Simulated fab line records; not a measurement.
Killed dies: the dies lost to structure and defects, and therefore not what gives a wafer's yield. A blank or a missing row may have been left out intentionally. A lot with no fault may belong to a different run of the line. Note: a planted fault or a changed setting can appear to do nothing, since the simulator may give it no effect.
Check of tool commonality | flow ritCmos | Sampled: 16 lots, 48 wafers

== REASON IT WAS OPENED ==
4 of 16 lots carry a flag on the reading PWELL_OVL at RIT_PWELL_OVL_MEAS_06. Wafers without a fault read -1.0 nm, standard deviation 1.5.
Rule: a lot is flagged in two cases, either no wafer of it has a number, or all its wafers with numbers fall more than 4 standard deviations from that mean. The rest of the lots are taken to be sound.

lot  | measured    | on         | PWELL_OVL (nm), wafer by wafer | flag
L349 | day 2 02:52 | overlay-02 | -2.8 -2.0 -1.9                 | 
L350 | day 2 08:08 | overlay-01 | -0.7 -1.0 -0.3                 | 
L351 | day 2 14:11 | overlay-02 | -4.9 -2.4 -1.3                 | 
L352 | day 2 18:49 | overlay-02 | -1.5 -0.1 0.0                  | 
L353 | day 3 00:38 | overlay-01 | -1.4 -0.6 0.6                  | 
L354 | day 3 05:28 | overlay-01 | 2.3 0.8 0.2                    | 
L355 | day 3 12:52 | overlay-02 | 1.3 1.0 0.7                    | 
L356 | day 3 16:01 | overlay-02 | 0.0 1.1 -0.7                   | 
L357 | day 3 19:01 | overlay-02 | 0.8 -1.9 -0.6                  | 
L358 | day 4 00:47 | overlay-01 | -3.2 -4.6 -3.4                 | 
L361 | day 4 15:07 | overlay-01 | -3.8 -2.1 -4.2                 | 
L365 | day 5 11:18 | overlay-02 | 359.7 359.4 358.0              | FLAGGED
L366 | day 5 15:44 | overlay-01 | 356.3 357.5 356.9              | FLAGGED
L367 | day 5 21:07 | overlay-02 | 361.4 361.4 360.1              | FLAGGED
L368 | day 6 02:44 | overlay-01 | 361.3 359.4 360.7              | FLAGGED
L369 | day 6 07:41 | overlay-02 | -1.8 -1.2 -0.6                 | 
Averaged over the flagged lots the numbers come to 359.3 nm, +360.3 nm from the usual (+99 or more standard deviations).

== LOT BY LOT: THE TOOL USED ==
The record holds 1 process step before the reading, out of a route of 202 steps. Every cell lists first the tool, next ch and the chambers used by the sampled wafers, and last the start.
lot  | flag    | RIT_PWELL_EXPOSE_03
L349 |         | ilineStepper-02 ch 0, day 2 02:26
L350 |         | ilineStepper-02 ch 0, day 2 07:44
L351 |         | ilineStepper-02 ch 0, day 2 13:47
L352 |         | ilineStepper-02 ch 0, day 2 18:23
L353 |         | ilineStepper-01 ch 0, day 3 00:12
L354 |         | ilineStepper-01 ch 0, day 3 05:02
L355 |         | ilineStepper-02 ch 0, day 3 12:26
L356 |         | ilineStepper-01 ch 0, day 3 15:37
L357 |         | ilineStepper-02 ch 0, day 3 18:36
L358 |         | ilineStepper-02 ch 0, day 4 00:11
L361 |         | ilineStepper-02 ch 0, day 4 14:43
L365 | FLAGGED | ilineStepper-01 ch 0, day 5 10:52
L366 | FLAGGED | ilineStepper-01 ch 0, day 5 15:18
L367 | FLAGGED | ilineStepper-01 ch 0, day 5 20:41
L368 | FLAGGED | ilineStepper-01 ch 0, day 6 02:19
L369 |         | ilineStepper-02 ch 0, day 6 07:18
What is done by these steps:
- RIT_PWELL_EXPOSE_03: exposes mask M3, target cd 43700 nm.
- RIT_PWELL_OVL_MEAS_06

== FLAGGED OVER TOTAL, TOOL BY TOOL (the gauges that took the reading come last) ==
step                  | tool            | lots run | flagged | share of the flagged lots | sound lots run after its first flagged lot
RIT_PWELL_EXPOSE_03   | ilineStepper-01 | 7        | 4       | all                       | 0
RIT_PWELL_EXPOSE_03   | ilineStepper-02 | 9        | 0       | none                      | -
RIT_PWELL_OVL_MEAS_06 | overlay-01      | 7        | 2       | some                      | 0
RIT_PWELL_OVL_MEAS_06 | overlay-02      | 9        | 2       | some                      | 1 (L369)

== WHAT THE TABLE PERMITS ==
Rows of the table that ran each flagged lot: 1, that is ilineStepper-01 at RIT_PWELL_EXPOSE_03.
- ilineStepper-01 at RIT_PWELL_EXPOSE_03 ran 7 lots, 4 of them flagged. It ran its last sound lot, L356, at day 3 15:37 and its first flagged lot, L365, at day 5 10:52: a fault with its onset between the two fits.
Left over: one tool, ilineStepper-01 at RIT_PWELL_EXPOSE_03.

== WHAT THE SIMULATOR HAD PUT IN ==
Scanner matching overlay: ilineStepper-01, from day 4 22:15 on, at RIT_PWELL_EXPOSE_03. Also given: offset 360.
Struck lots among those shown: L365, L366, L367, L368. The same result came from the rule above.
